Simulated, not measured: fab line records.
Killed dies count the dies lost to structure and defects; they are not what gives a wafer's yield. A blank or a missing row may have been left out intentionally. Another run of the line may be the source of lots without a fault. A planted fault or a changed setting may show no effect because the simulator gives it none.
The tool behind it: which one? + flow rit cmos + route of 202 steps, sampled at 1 step: 14 lots, 42 wafers

WHAT EACH GAUGE READ, for each wafer
The record lacks any reading of a measuring or inspecting step that a usual standard deviation could be used to judge.

WHICH TOOL RAN EACH LOT (tool, then ch and the chambers of the sampled wafers, then the start)
| lot  | RIT_NRETRO_COAT_01               |
|------|----------------------------------|
| L882 | litho track-03 ch 0, day 2 15:37 |
| L883 | litho track-03 ch 0, day 2 19:46 |
| L884 | litho track-01 ch 0, day 2 19:51 |
| L885 | litho track-02 ch 0, day 3 02:28 |
| L886 | litho track-03 ch 0, day 3 06:43 |
| L888 | litho track-03 ch 0, day 3 13:06 |
| L889 | litho track-03 ch 0, day 3 17:31 |
| L890 | litho track-03 ch 0, day 3 23:21 |
| L891 | litho track-03 ch 0, day 4 09:41 |
| L892 | litho track-01 ch 0, day 4 11:31 |
| L899 | litho track-03 ch 0, day 5 19:17 |
| L900 | litho track-03 ch 0, day 6 01:35 |
| L902 | litho track-02 ch 0, day 6 11:28 |
| L904 | litho track-01 ch 0, day 6 22:06 |
- RIT_NRETRO_COAT_01: resist thk 1300 nm.

WHAT THE TOOLS THEMSELVES READ (means of the sampled wafers that have a number; where no wafer has one, the mark that the record gives instead)
RIT_NRETRO_COAT_01.
| lot  | tool           | spin speed rpm (rpm) |
|------|----------------|----------------------|
| L882 | litho track-03 | 2000.1               |
| L883 | litho track-03 | 2001.0               |
| L884 | litho track-01 | 1999.7               |
| L885 | litho track-02 | 1999.3               |
| L886 | litho track-03 | 2000.7               |
| L888 | litho track-03 | 2001.4               |
| L889 | litho track-03 | 2000.3               |
| L890 | litho track-03 | 2000.9               |
| L891 | litho track-03 | 1999.5               |
| L892 | litho track-01 | 2001.9               |
| L899 | litho track-03 | 1905.1               |
| L900 | litho track-03 | 1906.3               |
| L902 | litho track-02 | 2000.5               |
| L904 | litho track-01 | 1997.4               |

THE ANSWER, worked out from the rows above alone
Rule: the usual values come from the lots themselves. Put in order of their means at a reading, lots are off if they are a third of the lots or fewer, leave a main group of 4 or more, and stand apart from it by a gap of 3 or more times the standard deviation of the main group's means; of several such gaps the widest counts. A main group whose means are all the same, to the digits that the tables above print for the reading, isn't used. A lot without any number at a reading at which 4 lots or more have one is off too. All remaining lots with rows at the step are treated as sound. The gauges are gone through in route order, then the tools' own readings, and for those a lot's mean is taken as printed above. The first step at which some lot is off is used, and at that step the reading that is off furthest; a lot without a number counts as furthest.
Off, at RIT_NRETRO_COAT_01 on spin speed rpm: L899, L900. For the main group the mean is 2000.2 rpm and the standard deviation 1.1.
If a tool, at that step or one of the process steps before it, ran each lot that is off and ran no sound lot following the first of them, it fits. One fits: RIT_NRETRO_COAT_01 on litho track-03. Its last sound lot is L891 (day 4 09:41), its first lot that is off L899 (day 5 19:17): a fault that began between those two fits.
On the lots that are off, the tool's own readings at RIT_NRETRO_COAT_01 differ by more than 5 times the standard deviation of the sound lots' means, which bears it out; spin speed rpm reads 1905.7 rpm there versus 2000.2 rpm on the sound lots.

WHAT THE SIMULATOR HAD PUT IN
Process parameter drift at RIT_NRETRO_COAT_01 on litho track-03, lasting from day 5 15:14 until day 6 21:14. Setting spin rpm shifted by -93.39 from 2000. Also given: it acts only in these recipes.
Lots struck among those shown: L899, L900. The same result came from the rule above.
